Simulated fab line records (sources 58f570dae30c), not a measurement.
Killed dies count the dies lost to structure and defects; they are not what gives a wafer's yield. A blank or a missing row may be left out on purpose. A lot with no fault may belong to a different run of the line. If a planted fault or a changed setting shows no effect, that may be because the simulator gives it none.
The tool behind it: which one? :: flow berkeleyCmos170 :: 45 wafers from 15 lots sampled at 2 of the route's 331 steps

== WHAT THE GAUGES READ, wafer by wafer ==
UCB170_START_THK_MEAS_03. Usual: START_OXIDE_THK 20.0 nm, standard deviation 0.34.
lot: L359
measured: day 1 14:41
on: filmMetro-01
START_OXIDE_THK (nm): 19.9 19.5 19.5
flag: 

lot: L360
measured: day 1 20:31
on: filmMetro-02
START_OXIDE_THK (nm): 19.9 20.0 20.1
flag: 

lot: L362
measured: day 2 07:05
on: filmMetro-02
START_OXIDE_THK (nm): 20.4 20.6 20.5
flag: 

lot: L363
measured: day 2 11:40
on: filmMetro-04
START_OXIDE_THK (nm): 19.9 19.9 19.7
flag: 

lot: L364
measured: day 2 15:40
on: filmMetro-04
START_OXIDE_THK (nm): 20.2 20.1 19.9
flag: 

lot: L365
measured: day 2 21:58
on: filmMetro-04
START_OXIDE_THK (nm): 20.3 20.2 20.6
flag: 

lot: L366
measured: day 3 03:59
on: filmMetro-01
START_OXIDE_THK (nm): 20.4 20.4 20.0
flag: 

lot: L368
measured: day 3 14:08
on: filmMetro-02
START_OXIDE_THK (nm): 20.0 20.1 20.0
flag: 

lot: L372
measured: day 4 08:51
on: filmMetro-02
START_OXIDE_THK (nm): 19.8 19.6 19.9
flag: 

lot: L373
measured: day 4 14:10
on: filmMetro-01
START_OXIDE_THK (nm): 20.0 20.1 19.9
flag: 

lot: L374
measured: day 4 18:25
on: filmMetro-04
START_OXIDE_THK (nm): 20.1 20.1 19.9
flag: 

lot: L375
measured: day 4 23:55
on: filmMetro-02
START_OXIDE_THK (nm): 19.5 19.6 19.3
flag: 

lot: L377
measured: day 5 10:08
on: filmMetro-01
START_OXIDE_THK (nm): 19.8 19.5 19.9
flag: 

lot: L379
measured: day 5 20:41
on: filmMetro-04
START_OXIDE_THK (nm): 19.6 19.7 19.7
flag: 

lot: L380
measured: day 5 20:41
on: filmMetro-02
START_OXIDE_THK (nm): 20.1 20.1 20.1
flag: 

UCB170_NWELL_OVL_MEAS_12. Usual: NWELL_OVL -4 nm, standard deviation 4.9.
lot: L359
measured: day 2 10:03
on: overlay-02
NWELL_OVL (nm): -11 -9 -10
flag: 

lot: L360
measured: day 2 23:37
on: overlay-01
NWELL_OVL (nm): -5 -10 -2
flag: 

lot: L362
measured: day 3 02:50
on: overlay-02
NWELL_OVL (nm): -11 -11 -8
flag: 

lot: L363
measured: day 3 11:19
on: overlay-02
NWELL_OVL (nm): -3 -2 -2
flag: 

lot: L364
measured: day 3 10:44
on: overlay-02
NWELL_OVL (nm): -3 -5 -7
flag: 

lot: L365
measured: day 4 01:34
on: overlay-02
NWELL_OVL (nm): -6 -12 -12
flag: 

lot: L366
measured: day 4 01:23
on: overlay-02
NWELL_OVL (nm): 3 -7 -2
flag: 

lot: L368
measured: day 4 12:34
on: overlay-01
NWELL_OVL (nm): 2 3 6
flag: 

lot: L372
measured: day 5 01:41
on: overlay-02
NWELL_OVL (nm): 0 -5 2
flag: 

lot: L373
measured: day 5 11:10
on: overlay-01
NWELL_OVL (nm): -6 -12 -2
flag: 

lot: L374
measured: day 5 16:36
on: overlay-01
NWELL_OVL (nm): 0 -9 -2
flag: 

lot: L375
measured: day 5 16:53
on: overlay-02
NWELL_OVL (nm): 0 -3 2
flag: 

lot: L377
measured: day 6 05:20
on: overlay-02
NWELL_OVL (nm): -7 -13 -3
flag: 

lot: L379
measured: day 6 18:40
on: overlay-01
NWELL_OVL (nm): -5 -5 -9
flag: 

lot: L380
measured: day 6 19:03
on: overlay-01
NWELL_OVL (nm): -8 -6 -8
flag: 

== EACH LOT AND THE TOOL THAT RAN IT (in order: tool; ch and the chambers of the sampled wafers; start) ==
There is no process step in the record ahead of these readings.

== AS READ BY THE TOOLS THEMSELVES (means over the sampled wafers that have a number; for cases with no such wafer, the mark the record gives instead) ==
The record holds no such reading with a usual standard deviation.

== THE ANSWER, worked out from the rows above alone ==
Rule: a lot counts as off when the mean over its wafers that have a number is more than 3 standard deviations away from the usual mean. A lot without any number at a reading at which 4 lots or more have one is off too. All remaining lots with rows at the step are treated as sound. Order of review: gauges by route order, followed by the tools' own readings, for which a lot's mean as printed above is used. At the first step where some lot is off, the reading lying furthest off is the one used; lots without a number count as furthest.
No lot is off on any of the readings shown, so nothing can be concluded from this.

== WHAT WAS PUT IN BY THE SIMULATOR ==
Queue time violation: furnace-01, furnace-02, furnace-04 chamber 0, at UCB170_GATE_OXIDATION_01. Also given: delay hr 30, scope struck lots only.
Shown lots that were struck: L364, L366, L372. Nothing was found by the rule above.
